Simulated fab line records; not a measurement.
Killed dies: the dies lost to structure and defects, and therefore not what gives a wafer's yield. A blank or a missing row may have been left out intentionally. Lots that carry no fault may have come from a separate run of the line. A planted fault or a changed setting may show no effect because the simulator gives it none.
Which tool was responsible? + flow berkeley-cmos170 + 14 lots, 42 wafers sampled, at 5 steps of a route of 331

== WHAT THE GAUGES READ, wafer by wafer ==
UCB170_PWELL_THK_MEAS_06. Usual: PWELL_NITRIDE_THK typically reads 220.3 nm, with standard deviation 1.9.
| lot  | measured    | on            | PWELL_NITRIDE_THK (nm) | flag |
|------|-------------|---------------|------------------------|------|
| L387 | day 3 11:29 | film-metro-01 | 220.7 220.3 221.3      |      |
| L389 | day 3 19:46 | film-metro-02 | 219.4 219.6 219.5      |      |
| L388 | day 3 19:49 | film-metro-04 | 217.3 217.6 217.8      |      |
| L390 | day 4 10:26 | film-metro-02 | 219.5 218.1 221.3      |      |
| L391 | day 4 10:26 | film-metro-04 | 220.4 219.7 220.1      |      |
| L397 | day 6 00:08 | film-metro-02 | 218.3 219.5 218.7      |      |
| L401 | day 6 05:14 | film-metro-04 | 225.2 225.7 225.6      |      |
| L400 | day 6 05:16 | film-metro-01 | 222.3 222.6 222.4      |      |
| L403 | day 6 15:36 | film-metro-04 | 220.1 218.0 218.4      |      |
| L405 | day 7 02:14 | film-metro-01 | 221.8 222.0 221.1      |      |
| L404 | day 7 02:17 | film-metro-04 | 220.4 221.6 221.8      |      |
| L406 | day 7 13:35 | film-metro-04 | 221.3 219.4 218.9      |      |
| L408 | day 8 00:23 | film-metro-04 | 219.0 219.2 220.5      |      |
| L410 | day 8 09:35 | film-metro-01 | 219.1 218.2 219.8      |      |

UCB170_GATE_CD_MEAS_12: the cd target is 350 nm. Usual: cd-nm at 349.6 nm, with a standard deviation of 1.4.
| lot  | measured     | on        | cd-nm (nm)                          | flag |
|------|--------------|-----------|-------------------------------------|------|
| L387 | day 7 13:22  | cd-sem-02 | 349.2 350.7 349.6                   |      |
| L389 | day 7 14:12  | cd-sem-02 | 350.8 349.9 351.3                   |      |
| L388 | day 7 13:55  | cd-sem-01 | 348.9 348.6 348.4                   |      |
| L390 | day 8 14:12  | cd-sem-01 | 349.7 348.8 349.4                   |      |
| L391 | day 8 13:58  | cd-sem-01 | 348.3 347.9 347.3                   |      |
| L397 | day 10 16:04 | cd-sem-01 | 319.6 333.5 342.0 320.0 333.7 342.0 | OFF  |
| L401 | day 11 11:37 | cd-sem-01 | 348.4 350.3 349.7                   |      |
| L400 | day 10 16:27 | cd-sem-02 | 324.4 326.8 322.3 324.7 327.1 322.5 | OFF  |
| L403 | day 11 11:25 | cd-sem-01 | 348.5 349.9 348.3                   |      |
| L405 | day 12 00:42 | cd-sem-02 | 348.8 348.1 348.5                   |      |
| L404 | day 12 00:38 | cd-sem-01 | 351.7 351.3 352.8                   |      |
| L406 | day 12 05:55 | cd-sem-02 | 348.7 350.2 348.1                   |      |
| L408 | day 12 16:38 | cd-sem-02 | 348.3 349.3 349.5                   |      |
| L410 | day 12 16:14 | cd-sem-01 | 348.7 348.1 348.2                   |      |

== WHAT TOOL EACH LOT RAN ON (gives the tool, then ch and the chambers of the sampled wafers, and finally the start) ==
| lot  | UCB170_ACTIVE_ETCH_15              | UCB170_PVT_STRIP_08                  | UCB170_GATE_EXPOSE_09             |
|------|------------------------------------|--------------------------------------|-----------------------------------|
| L387 | rie-diel-01 ch 1,2,3, day 5 01:58  | plasma-asher-01 ch 0,1, day 6 22:56  | krf-scanner-02 ch 0, day 7 12:46  |
| L389 | rie-diel-04 ch 0,1,3, day 5 08:51  | plasma-asher-01 ch 0,1, day 7 01:40  | krf-scanner-02 ch 0, day 7 13:22  |
| L388 | rie-diel-03 ch 1,2,3, day 5 08:34  | plasma-asher-03 ch 0,1, day 7 01:59  | krf-scanner-01 ch 0, day 7 13:08  |
| L390 | rie-diel-01 ch 2,3, day 6 02:49    | plasma-asher-01 ch 0,1, day 7 17:56  | krf-scanner-01 ch 0, day 8 13:43  |
| L391 | rie-diel-04 ch 0,2,3, day 6 02:35  | plasma-asher-01 ch 0,1, day 7 18:25  | krf-scanner-02 ch 0, day 8 13:22  |
| L397 | rie-diel-01 ch 0,2,3, day 7 12:29  | plasma-asher-03 ch 0,1, day 9 13:17  | krf-scanner-02 ch 0, day 10 15:23 |
| L401 | rie-diel-03 ch 2,3, day 7 23:47    | plasma-asher-01 ch 0,1, day 10 15:13 | krf-scanner-01 ch 0, day 11 10:26 |
| L400 | rie-diel-03 ch 0,1,3, day 7 12:07  | plasma-asher-03 ch 0,1, day 9 13:41  | krf-scanner-02 ch 0, day 10 15:58 |
| L403 | rie-diel-04 ch 0,1,3, day 7 23:55  | plasma-asher-04 ch 0,1, day 10 15:57 | krf-scanner-01 ch 0, day 11 10:19 |
| L405 | rie-diel-03 ch 0,1, day 9 02:40    | plasma-asher-01 ch 0,1, day 11 11:44 | krf-scanner-01 ch 0, day 12 00:05 |
| L404 | rie-diel-04 ch 0,1,2, day 9 02:33  | plasma-asher-01 ch 0,1, day 11 11:35 | krf-scanner-01 ch 0, day 11 23:52 |
| L406 | rie-diel-01 ch 0,3, day 9 14:01    | plasma-asher-04 ch 0,1, day 11 16:15 | krf-scanner-01 ch 0, day 12 05:22 |
| L408 | rie-diel-01 ch 0,3, day 10 03:46   | plasma-asher-04 ch 0,1, day 12 05:06 | krf-scanner-01 ch 0, day 12 16:13 |
| L410 | rie-diel-03 ch 0,1,2, day 10 03:53 | plasma-asher-04 ch 0,1, day 12 04:22 | krf-scanner-01 ch 0, day 12 15:37 |
- UCB170_ACTIVE_ETCH_15: etches Si3N4 in CH3F/Ar/O2, stops on SiO2, target depth 242 nm, time 151 s.
- UCB170_PVT_STRIP_08: strips in O2.
- UCB170_GATE_EXPOSE_09: exposes mask POLY, target cd 350 nm.

== WHAT THE TOOLS THEMSELVES READ (means of the sampled wafers that have a number; where no wafer has one, the mark that the record gives instead) ==
UCB170_ACTIVE_ETCH_15. Usual: drypump-motor-current-A 5.7 A, standard deviation 0.38; oes-product-au 0.940 a.u., standard deviation 0.013; throttle-valve-pct 8.02 %, standard deviation 0.17.
| lot  | tool        | drypump-motor-current-A (A) | oes-product-au (a.u.) | throttle-valve-pct (%) | flag |
|------|-------------|-----------------------------|-----------------------|------------------------|------|
| L387 | rie-diel-01 | 5.8                         | 0.950                 | 7.87                   |      |
| L389 | rie-diel-04 | 5.7                         | 0.951                 | 7.97                   |      |
| L388 | rie-diel-03 | 5.6                         | 0.938                 | 7.98                   |      |
| L390 | rie-diel-01 | 5.6                         | 0.943                 | 7.83                   |      |
| L391 | rie-diel-04 | 5.8                         | 0.940                 | 8.10                   |      |
| L397 | rie-diel-01 | 5.5                         | 0.953                 | 8.00                   |      |
| L401 | rie-diel-03 | 5.5                         | 0.930                 | 7.92                   |      |
| L400 | rie-diel-03 | 5.4                         | 0.925                 | 8.06                   |      |
| L403 | rie-diel-04 | 5.7                         | 0.940                 | 7.97                   |      |
| L405 | rie-diel-03 | 5.5                         | 0.934                 | 8.14                   |      |
| L404 | rie-diel-04 | 5.9                         | 0.936                 | 8.00                   |      |
| L406 | rie-diel-01 | 5.4                         | 0.942                 | 8.17                   |      |
| L408 | rie-diel-01 | 5.7                         | 0.951                 | 8.07                   |      |
| L410 | rie-diel-03 | 5.7                         | 0.932                 | 8.06                   |      |

UCB170_PVT_STRIP_08. Usual: drypump-motor-current-A 6.0 A, standard deviation 0.59; oes-product-au 0.734 a.u., standard deviation 0.0043; strip-time-to-endpoint-s 21.61 s, standard deviation 0.076.
| lot  | tool            | drypump-motor-current-A (A) | oes-product-au (a.u.) | strip-time-to-endpoint-s (s) | flag |
|------|-----------------|-----------------------------|-----------------------|------------------------------|------|
| L387 | plasma-asher-01 | 5.8                         | 0.735                 | 21.61                        |      |
| L389 | plasma-asher-01 | 5.4                         | 0.736                 | 21.69                        |      |
| L388 | plasma-asher-03 | 6.5                         | 0.735                 | 21.70                        |      |
| L390 | plasma-asher-01 | 5.3                         | 0.736                 | 21.76                        |      |
| L391 | plasma-asher-01 | 5.4                         | 0.738                 | 21.61                        |      |
| L397 | plasma-asher-03 | 6.5                         | 0.732                 | 21.64                        |      |
| L401 | plasma-asher-01 | 5.7                         | 0.731                 | 21.60                        |      |
| L400 | plasma-asher-03 | 6.5                         | 0.734                 | 21.51                        |      |
| L403 | plasma-asher-04 | 6.2                         | 0.736                 | 21.64                        |      |
| L405 | plasma-asher-01 | 5.8                         | 0.734                 | 21.47                        |      |
| L404 | plasma-asher-01 | 5.8                         | 0.733                 | 21.59                        |      |
| L406 | plasma-asher-04 | 6.0                         | 0.731                 | 21.53                        |      |
| L408 | plasma-asher-04 | 6.3                         | 0.739                 | 21.66                        |      |
| L410 | plasma-asher-04 | 6.0                         | 0.734                 | 21.69                        |      |

UCB170_GATE_EXPOSE_09. Usual: reticle-temp-C at 23.01 C, with a standard deviation of 0.099.
| lot  | tool           | reticle-temp-C (C) | flag |
|------|----------------|--------------------|------|
| L387 | krf-scanner-02 | 22.93              |      |
| L389 | krf-scanner-02 | 22.93              |      |
| L388 | krf-scanner-01 | 23.02              |      |
| L390 | krf-scanner-01 | 22.93              |      |
| L391 | krf-scanner-02 | 23.06              |      |
| L397 | krf-scanner-02 | 23.20              |      |
| L401 | krf-scanner-01 | 23.00              |      |
| L400 | krf-scanner-02 | 23.07              |      |
| L403 | krf-scanner-01 | 22.91              |      |
| L405 | krf-scanner-01 | 23.03              |      |
| L404 | krf-scanner-01 | 22.97              |      |
| L406 | krf-scanner-01 | 23.06              |      |
| L408 | krf-scanner-01 | 23.05              |      |
| L410 | krf-scanner-01 | 23.14              |      |

== THE ANSWER, worked out from the rows above alone ==
Rule: a lot is off if the mean of its wafers that have a number lies more than 3 standard deviations from the usual mean. Also off: a lot with no number at a reading for which 4 or more lots have one. All remaining lots with rows at the step are treated as sound. First the gauges in route order, then the tools' own readings, where a lot's mean is used as printed above. At the first step where some lot is off, the reading lying furthest off is the one used; lots without a number count as furthest.
Off at UCB170_GATE_CD_MEAS_12 (cd-nm): L397, L400.
A tool fits if, at a process step before that reading, it ran every lot that is off, and no sound lot after the first of them. The gauges at UCB170_GATE_CD_MEAS_12 are tried like those tools. Can't be told from this: 2 tools fit, plasma-asher-03 at UCB170_PVT_STRIP_08, krf-scanner-02 at UCB170_GATE_EXPOSE_09.

== WHAT WAS PUT IN BY THE SIMULATOR ==
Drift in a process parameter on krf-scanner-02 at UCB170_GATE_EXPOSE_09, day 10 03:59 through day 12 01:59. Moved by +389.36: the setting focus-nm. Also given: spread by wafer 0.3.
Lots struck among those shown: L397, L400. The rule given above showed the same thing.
